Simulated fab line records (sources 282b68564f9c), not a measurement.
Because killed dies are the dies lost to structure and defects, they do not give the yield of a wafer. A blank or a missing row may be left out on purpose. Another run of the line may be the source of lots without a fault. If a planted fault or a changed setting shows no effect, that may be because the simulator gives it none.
Which tool was responsible? + flow rit cmos + 7 lots, 21 wafers sampled, at 1 step of a route of 202

== WHAT THE GAUGES READ, wafer by wafer ==
RIT_FOX2_THK_MEAS_01.
| lot  | measured    | on            | FOX2_OXIDE_THK (nm) |
|------|-------------|---------------|---------------------|
| L314 | day 1 23:23 | film metro-02 | 359 352 356         |
| L316 | day 2 10:08 | film metro-04 | 339 342 342         |
| L318 | day 2 19:23 | film metro-02 | 350 342 339         |
| L320 | day 3 05:53 | film metro-02 | 349 347 352         |
| L322 | day 3 16:42 | film metro-01 | 362 360 367         |
| L331 | day 5 12:19 | film metro-02 | 350 347 348         |
| L336 | day 6 15:40 | film metro-01 | 353 349 352         |

== WHAT TOOL EACH LOT RAN ON (gives the tool, then ch and the chambers of the sampled wafers, and finally the start) ==
The record holds no process step before these readings.

== THE ANSWER, worked out from the rows above alone ==
Rule: usual is defined by the lots themselves. Put in order of their means at a reading, lots are off if they are a third of the lots or fewer, leave a main group of 4 or more, and stand apart from it by a gap of 3 or more times the standard deviation of the main group's means; of several such gaps the widest counts. The tables above print the reading to a certain number of digits; a main group whose means all agree to those digits is not used. A lot without any number at a reading at which 4 lots or more have one is off too. The other lots that the step has rows for count as sound.
Across all readings shown, no lot is off: no conclusion can be drawn from this.

== WHAT WAS PUT IN BY THE SIMULATOR ==
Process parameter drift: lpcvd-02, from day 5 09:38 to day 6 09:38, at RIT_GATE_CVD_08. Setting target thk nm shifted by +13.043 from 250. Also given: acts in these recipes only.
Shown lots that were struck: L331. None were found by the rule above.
